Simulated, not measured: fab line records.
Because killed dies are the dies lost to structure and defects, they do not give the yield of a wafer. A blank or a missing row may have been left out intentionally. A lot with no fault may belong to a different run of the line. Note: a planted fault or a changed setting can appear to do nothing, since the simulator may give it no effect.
Which tool was responsible?    flow berkeleyCmos170    Sampling: 14 lots, 42 wafers, 5 of 331 route steps

WHAT THE GAUGES SHOWED, per wafer
UCB170_FIELD_THK_MEAS_90.
lot   measured     on            FIELD_OXIDE_LEFT_1_THK (nm)
L372  day 4 10:09  filmMetro-01  454 461 459
L375  day 5 11:43  filmMetro-03  416 417 427
L374  day 5 11:43  filmMetro-02  415 413 419
L376  day 5 11:43  filmMetro-01  444 440 445
L377  day 5 20:26  filmMetro-01  455 441 447
L380  day 6 03:29  filmMetro-02  427 425 425
L382  day 6 17:04  filmMetro-02  449 448 444
L381  day 6 17:04  filmMetro-03  460 445 454
L383  day 6 17:04  filmMetro-01  445 445 451
L389  day 8 04:30  filmMetro-02  434 442 439
L388  day 8 04:30  filmMetro-01  434 432 433
L390  day 8 14:23  filmMetro-01  435 439 445
L391  day 8 14:25  filmMetro-03  439 444 441
L394  day 9 09:11  filmMetro-03  458 445 451

UCB170_SACOX_THK_MEAS_02.
lot   measured     on            SACOX_OXIDE_THK (nm)
L372  day 4 14:19  filmMetro-02  14.66 14.50 14.39
L375  day 5 15:04  filmMetro-04  14.26 14.39 14.17
L374  day 5 15:04  filmMetro-01  14.67 14.47 14.81
L376  day 5 15:04  filmMetro-02  14.05 14.42 14.29
L377  day 6 00:47  filmMetro-04  14.56 14.57 14.49
L380  day 6 05:13  filmMetro-04  14.80 14.94 14.80
L382  day 6 20:37  filmMetro-02  14.74 14.44 14.57
L381  day 6 20:38  filmMetro-01  14.84 14.75 14.66
L383  day 6 20:37  filmMetro-04  14.35 14.37 14.26
L389  day 8 08:04  filmMetro-01  14.31 14.17 14.20
L388  day 8 08:04  filmMetro-02  14.50 14.19 14.44
L390  day 8 17:17  filmMetro-04  14.50 14.76 14.09
L391  day 8 17:20  filmMetro-01  14.61 14.70 14.85
L394  day 9 16:14  filmMetro-04  13.52 13.67 13.85

UCB170_PVT_TW_MEAS_09.
lot   measured      on            PVT_TW
L372  day 5 01:23   filmMetro-03  510 512 509
L375  day 6 04:02   filmMetro-01  518 519 518
L374  day 6 04:31   filmMetro-01  517 519 518
L376  day 6 03:46   filmMetro-01  519 518 517
L377  day 6 12:08   filmMetro-01  519 516 517
L380  day 6 15:44   filmMetro-02  513 514 513
L382  day 7 10:55   filmMetro-01  513 513 511
L381  day 7 11:02   filmMetro-02  514 518 517
L383  day 7 10:57   filmMetro-02  518 514 515
L389  day 8 16:25   filmMetro-03  503 508 508
L388  day 8 16:41   filmMetro-01  514 510 515
L390  day 9 10:44   filmMetro-02  477 479 481 478 478 478
L391  day 9 07:44   filmMetro-03  506 506 508
L394  day 10 06:50  filmMetro-03  472 472 474 473 471 473

WHAT TOOL EACH LOT RAN ON (gives the tool, then ch and the chambers of the sampled wafers, and finally the start)
lot   UCB170_ACTIVE_STRIP_16              UCB170_PVT_IMPLANT_07
L372  plasmaAsher-03 ch 0,1, day 3 16:52  implanter-04 ch 0, day 5 01:06
L375  plasmaAsher-04 ch 0,1, day 4 22:50  implanter-03 ch 0, day 6 03:47
L374  plasmaAsher-04 ch 0,1, day 4 23:07  implanter-04 ch 0, day 6 04:16
L376  plasmaAsher-04 ch 0,1, day 4 23:23  implanter-02 ch 0, day 6 03:31
L377  plasmaAsher-04 ch 0,1, day 5 05:50  implanter-02 ch 0, day 6 11:54
L380  plasmaAsher-04 ch 0,1, day 5 12:27  implanter-03 ch 0, day 6 15:29
L382  plasmaAsher-02 ch 0,1, day 6 03:29  implanter-04 ch 0, day 7 10:40
L381  plasmaAsher-03 ch 0,1, day 6 04:12  implanter-03 ch 0, day 7 10:47
L383  plasmaAsher-02 ch 0,1, day 6 04:13  implanter-02 ch 0, day 7 10:42
L389  plasmaAsher-03 ch 0,1, day 7 07:44  implanter-02 ch 0, day 8 16:11
L388  plasmaAsher-04 ch 0,1, day 7 07:59  implanter-04 ch 0, day 8 16:26
L390  plasmaAsher-02 ch 0,1, day 7 22:23  implanter-03 ch 0, day 9 10:29
L391  plasmaAsher-04 ch 0,1, day 7 22:36  implanter-04 ch 0, day 9 07:31
L394  plasmaAsher-02 ch 1, day 8 16:05    implanter-03 ch 0, day 10 06:35
- UCB170_ACTIVE_STRIP_16: strips in O2.
- UCB170_PVT_IMPLANT_07

WHAT THE TOOLS THEMSELVES READ (means of the sampled wafers that have a number; where no wafer has one, the mark that the record gives instead)
UCB170_ACTIVE_STRIP_16.
lot   tool            drypumpMotorCurrentA (A)  oesProductAu (a.u.)  stripTimeToEndpointS (s)
L372  plasmaAsher-03  5.7                       0.717                18.07
L375  plasmaAsher-04  6.3                       0.725                18.13
L374  plasmaAsher-04  6.3                       0.718                18.20
L376  plasmaAsher-04  6.3                       0.724                18.04
L377  plasmaAsher-04  6.3                       0.725                18.25
L380  plasmaAsher-04  6.3                       0.722                18.17
L382  plasmaAsher-02  5.7                       0.724                18.12
L381  plasmaAsher-03  5.6                       0.714                18.08
L383  plasmaAsher-02  5.9                       0.722                18.14
L389  plasmaAsher-03  5.6                       0.721                18.17
L388  plasmaAsher-04  6.2                       0.723                17.99
L390  plasmaAsher-02  5.7                       0.720                18.03
L391  plasmaAsher-04  6.3                       0.719                18.08
L394  plasmaAsher-02  5.6                       0.718                18.18

UCB170_PVT_IMPLANT_07.
lot   tool          beamEnergyKeV  endStationPressureTorr (Torr)
L372  implanter-04  29.985         4.85e-06
L375  implanter-03  29.998         5.20e-06
L374  implanter-04  30.000         4.96e-06
L376  implanter-02  29.996         4.79e-06
L377  implanter-02  29.997         4.84e-06
L380  implanter-03  29.990         5.02e-06
L382  implanter-04  29.996         4.95e-06
L381  implanter-03  30.000         5.15e-06
L383  implanter-02  30.008         4.85e-06
L389  implanter-02  30.007         5.06e-06
L388  implanter-04  30.006         4.97e-06
L390  implanter-03  23.132         5.18e-06
L391  implanter-04  30.007         5.08e-06
L394  implanter-03  23.137         5.05e-06

THE ANSWER, worked out from the rows above alone
Rule: the usual values come from the lots themselves. The widest of any qualifying gaps counts: lots, ordered by their means at a reading, are off when they make up no more than a third of the lots, leave a main group of 4 or more, and stand apart from it by 3 or more times the standard deviation of that group's means. The tables above print the reading to a certain number of digits; a main group whose means all agree to those digits is not used. A lot without any number at a reading at which 4 lots or more have one is off too. All remaining lots with rows at the step are treated as sound. The gauges are gone through in route order, then the tools' own readings, and for those a lot's mean is taken as printed above. At the first step where some lot is off, the reading lying furthest off is the one used; lots without a number count as furthest.
Off: L390, L394, seen at UCB170_PVT_TW_MEAS_09 (PVT_TW). The main group: mean 514, standard deviation 4.1.
If a tool, at a process step before that reading, ran all the lots that are off and no sound lot after the first of them, it fits. The gauges at UCB170_PVT_TW_MEAS_09 aren't tried: what is off there is off at UCB170_PVT_IMPLANT_07 too, on other tools, and a gauge's error can't cause that. Undecided on this evidence; 2 tools fit (plasmaAsher-02 at UCB170_ACTIVE_STRIP_16, implanter-03 at UCB170_PVT_IMPLANT_07).

WHAT WAS PUT IN BY THE SIMULATOR
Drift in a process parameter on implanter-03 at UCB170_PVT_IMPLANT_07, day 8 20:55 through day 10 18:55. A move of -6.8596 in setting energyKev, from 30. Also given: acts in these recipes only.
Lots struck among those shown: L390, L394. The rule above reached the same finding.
